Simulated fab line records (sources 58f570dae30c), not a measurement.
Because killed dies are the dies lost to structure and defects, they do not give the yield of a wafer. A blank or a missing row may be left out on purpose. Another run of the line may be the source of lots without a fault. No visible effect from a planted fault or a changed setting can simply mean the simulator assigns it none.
Split-lot experiment / flow berkeley-cmos170 / 23 wafers read across 5 lots, on a route 331 steps long

## ON THE SPLIT
At UCB170_M2_EXPOSE_12 (exposes mask METAL2, target cd 700 nm), the setting dose-mj was moved away from the recipe's 26 on 7 of the 23 wafers read, by -5.9% to +7.4%. All remaining wafers had this setting at the recipe value.

## FROM THE SPLIT TO THE READING: what the file shows between them, 6 steps
- UCB170_M2_PEB_13
- UCB170_M2_DEVELOP_14: develop time 45 s
- UCB170_M2_CD_MEAS_15: target cd 700 nm
- UCB170_M2_ETCH_17: etches BARC in N2/H2
- UCB170_M2_METAL_ETCH_18: etches Al in Cl2/BCl3, stops on SiO2, target depth 1170 nm, time 195 s
- UCB170_M2_STRIP_19: strips in O2

## THE READING
cd-nm (nm) at UCB170_M2_CD_MEAS_90, where the cd target is 700 nm. On this fab line, fault-free wafers typically give 701 nm with a standard deviation of 4.7 nm.

wafer=L075.1; tool, chamber at the split=krf-scanner-02, 0; dose-mj as run=27.66; against the recipe=+6.4%; cd-nm, nm=685; against lot-mates on the recipe=-12
wafer=L075.2; tool, chamber at the split=krf-scanner-02, 0; dose-mj as run=27.66; against the recipe=+6.4%; cd-nm, nm=689; against lot-mates on the recipe=-8
wafer=L075.3; tool, chamber at the split=krf-scanner-02, 0; dose-mj as run=26; against the recipe=recipe; cd-nm, nm=699; against lot-mates on the recipe=-
wafer=L075.4; tool, chamber at the split=krf-scanner-02, 0; dose-mj as run=27.66; against the recipe=+6.4%; cd-nm, nm=684; against lot-mates on the recipe=-13
wafer=L075.6; tool, chamber at the split=krf-scanner-02, 0; dose-mj as run=26; against the recipe=recipe; cd-nm, nm=695; against lot-mates on the recipe=-
wafer=L074.1; tool, chamber at the split=krf-scanner-02, 0; dose-mj as run=26; against the recipe=recipe; cd-nm, nm=704; against lot-mates on the recipe=-
wafer=L074.3; tool, chamber at the split=krf-scanner-02, 0; dose-mj as run=26; against the recipe=recipe; cd-nm, nm=702; against lot-mates on the recipe=-
wafer=L074.4; tool, chamber at the split=krf-scanner-02, 0; dose-mj as run=26; against the recipe=recipe; cd-nm, nm=699; against lot-mates on the recipe=-
wafer=L079.1; tool, chamber at the split=krf-scanner-02, 0; dose-mj as run=26; against the recipe=recipe; cd-nm, nm=695; against lot-mates on the recipe=-
wafer=L079.2; tool, chamber at the split=krf-scanner-02, 0; dose-mj as run=24.47; against the recipe=-5.9%; cd-nm, nm=711; against lot-mates on the recipe=+11
wafer=L079.3; tool, chamber at the split=krf-scanner-02, 0; dose-mj as run=26; against the recipe=recipe; cd-nm, nm=705; against lot-mates on the recipe=-
wafer=L079.4; tool, chamber at the split=krf-scanner-02, 0; dose-mj as run=24.47; against the recipe=-5.9%; cd-nm, nm=708; against lot-mates on the recipe=+8
wafer=L079.5; tool, chamber at the split=krf-scanner-02, 0; dose-mj as run=26; against the recipe=recipe; cd-nm, nm=699; against lot-mates on the recipe=-
wafer=L081.1; tool, chamber at the split=krf-scanner-01, 0; dose-mj as run=26; against the recipe=recipe; cd-nm, nm=701; against lot-mates on the recipe=-
wafer=L081.2; tool, chamber at the split=krf-scanner-01, 0; dose-mj as run=26; against the recipe=recipe; cd-nm, nm=703; against lot-mates on the recipe=-
wafer=L081.3; tool, chamber at the split=krf-scanner-01, 0; dose-mj as run=26; against the recipe=recipe; cd-nm, nm=703; against lot-mates on the recipe=-
wafer=L081.5; tool, chamber at the split=krf-scanner-01, 0; dose-mj as run=26; against the recipe=recipe; cd-nm, nm=702; against lot-mates on the recipe=-
wafer=L081.6; tool, chamber at the split=krf-scanner-01, 0; dose-mj as run=26; against the recipe=recipe; cd-nm, nm=700; against lot-mates on the recipe=-
wafer=L083.1; tool, chamber at the split=krf-scanner-01, 0; dose-mj as run=27.92; against the recipe=+7.4%; cd-nm, nm=682; against lot-mates on the recipe=-21
wafer=L083.2; tool, chamber at the split=krf-scanner-01, 0; dose-mj as run=26; against the recipe=recipe; cd-nm, nm=707; against lot-mates on the recipe=-
wafer=L083.3; tool, chamber at the split=krf-scanner-01, 0; dose-mj as run=27.92; against the recipe=+7.4%; cd-nm, nm=685; against lot-mates on the recipe=-18
wafer=L083.5; tool, chamber at the split=krf-scanner-01, 0; dose-mj as run=26; against the recipe=recipe; cd-nm, nm=706; against lot-mates on the recipe=-
wafer=L083.6; tool, chamber at the split=krf-scanner-01, 0; dose-mj as run=26; against the recipe=recipe; cd-nm, nm=695; against lot-mates on the recipe=-

THE FIT
A straight line over all 23 wafers: cd-nm changes by -2.09 nm for each +1% of dose-mj; r = -0.90; the points scatter about the line by 3.6 nm.
The same after taking each lot's own level away (the mean of its wafers on the recipe; 23 wafers): -2 nm for each +1%; r = -0.91; scatter 3.4 nm.
According to that fit, moving dose-mj by its largest amount changes the reading by 15 nm.
From 697.0 to 702.7 nm: that is the span of the lots' own levels, equal to 1.2 times the standard deviation above.
The two slopes agree, so the slope changes little with the lot-to-lot level.
Check: with one of the wafers moved furthest among these (+7.4%) left out of the fit, the line predicts -13.8 nm for it against its lot-mates. Against them it came out at -20.7 nm.

## OTHER SPLITS ON THESE WAFERS
Other splits were also applied to these wafers ahead of the reading. Each is held against what the fit with the lots' levels taken away leaves over:
other split on the same wafers=UCB170_V1_PEB_10 peb-temp-c; wafers away from the commonest value=8; r with cd-nm (lot level and that fit taken away)=+0.32

## THE WHOLE CHAIN: every reading that the file lists as answering this split, in the file's order
step=UCB170_M2_CD_MEAS_15; what it does=target cd 700 nm; reading=cd-nm; change (the file's fit)=-1.69 nm for each +1% of the setting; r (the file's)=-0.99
step=UCB170_M2_ETCH_17; what it does=etches BARC in N2/H2; reading=M2.cd-nm (the simulator's own value, which no gauge read); change (the file's fit)=-1.68 nm for each +1% of the setting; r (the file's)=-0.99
step=UCB170_M2_METAL_ETCH_18; what it does=etches Al in Cl2/BCl3, stops on SiO2, target depth 1170 nm, time 195 s; reading=M2.cd-nm (the simulator's own value, which no gauge read); change (the file's fit)=-2.07 nm for each +1% of the setting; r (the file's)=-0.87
step=UCB170_M2_CD_MEAS_90; what it does=target cd 700 nm; reading=cd-nm; change (the file's fit)=-2.07 nm for each +1% of the setting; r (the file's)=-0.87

## FILE'S OWN FIT
cd-nm changes by -2.07 nm for each +1% of dose-mj, r = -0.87.
